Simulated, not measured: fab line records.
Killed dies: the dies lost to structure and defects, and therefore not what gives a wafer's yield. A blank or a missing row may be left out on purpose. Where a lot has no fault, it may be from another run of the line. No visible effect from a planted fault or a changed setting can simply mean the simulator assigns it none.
Matching of chambers	flow berkeleyCmos170	4 sister chambers for UCB170_GATE_ETCH_15 on rieSi-02
The step etches poly-Si in HBr/Cl2, stops on SiO2, time 56.3 s, target depth 278.2 nm. 4 wafers are shown with their chamber, then 7 later ones without.

WAFERS, EACH WITH ITS CHAMBER
wafer	chamber	throttleValvePct (%)
L299.2	3	26.37
L299.5	0	26.59
L301.3	1	26.41
L301.4	2	26.11

WAFERS WITHOUT THEIR CHAMBER
wafer	throttleValvePct (%)
L301.5	26.59
L304.2	26.12
L304.5	26.42
L304.6	26.12
L306.3	26.20
L306.5	26.43
L306.6	26.60

CHAMBER TAKEN BY EACH
wafer	from the rows above	in truth
L301.5	0	0
L304.2	2	2
L304.5	can't be placed: 1 or 3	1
L304.6	2	2
L306.3	2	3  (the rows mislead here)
L306.5	can't be placed: 1 or 3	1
L306.6	0	0
Correctly placed: 4 of 7. From these rows, 2 cannot be placed; in 2 the true chamber is one of the candidates. Wrongly placed: 1.
How it was worked out, from the rows above alone: a wafer's distance from a chamber is the root of the sum, over the readings, of the square of ((its reading less the chamber's mean) divided by the reading's scatter). If the next closest chamber is less than 2 further off than the closest, the wafer can't be placed; otherwise it belongs to the closest. For every chamber, the mean is computed from those of its wafers that are shown. The scatter: root of mean squared gap, hidden wafer to nearest shown wafer, with one shown wafer a chamber.
